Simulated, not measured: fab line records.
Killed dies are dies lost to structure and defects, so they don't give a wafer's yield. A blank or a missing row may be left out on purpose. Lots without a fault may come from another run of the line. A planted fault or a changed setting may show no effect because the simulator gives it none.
The same fault as seen by 2 desks + flow rit cmos + every desk sees just its own numbers, and what lay behind them comes last

AT THE METROLOGY DESK
What the gauges read, lot by lot, whatever tool the lot ran on: means of the sampled wafers that have a number. A lot is out of limits, marked OUT, if its mean lies more than 4 standard deviations from the usual mean; the brackets give that distance.
Columns: A = PSD_TW at RIT_PSD_TW_MEAS_10, usual 3438
| lot  | first seen here | A    |
|------|-----------------|------|
| L799 | day 3 00:59     | 3441 |
| L800 | day 3 06:46     | 3446 |
| L801 | day 3 10:42     | 3430 |
| L802 | day 3 16:31     | 3443 |
| L803 | day 3 20:31     | 3425 |
| L808 | day 4 21:35     | 3445 |
| L809 | day 5 02:38     | 3453 |
| L810 | day 5 07:20     | 3477 |
| L811 | day 5 14:17     | 3468 |
| L814 | day 6 03:11     | 3446 |
| L816 | day 6 15:08     | 3386 |
| L817 | day 6 19:19     | 3487 |
| L818 | day 6 23:40     | 3434 |
| L819 | day 7 05:22     | 3440 |
This desk's finding: nothing out of limits on any of the 14 lots.

AT THE TOOL OWNER'S DESK: wet bench-02
The tool's own readings at RIT_M1_STRIP_13 (strips in nmp, time 600 s): means of the sampled wafers that have a number, for each lot that ran on this tool. A lot is out of limits, marked OUT, if its mean lies more than 4 standard deviations from the usual mean; the brackets give that distance.
Columns: A = bath guard temp C at RIT_M1_STRIP_13, usual 80.2 C
| lot  | first seen here | A    |
|------|-----------------|------|
| L800 | day 3 12:36     | 80.3 |
| L803 | day 4 02:29     | 80.6 |
| L809 | day 5 08:55     | 80.2 |
| L810 | day 5 13:28     | 80.2 |
This desk's finding: nothing out of limits on any of the 4 lots.

PUT TOGETHER
The metrology desk saw nothing out of limits.
The tool owner's desk saw nothing out of limits.

WHAT HAD BEEN PUT IN BY THE SIMULATOR
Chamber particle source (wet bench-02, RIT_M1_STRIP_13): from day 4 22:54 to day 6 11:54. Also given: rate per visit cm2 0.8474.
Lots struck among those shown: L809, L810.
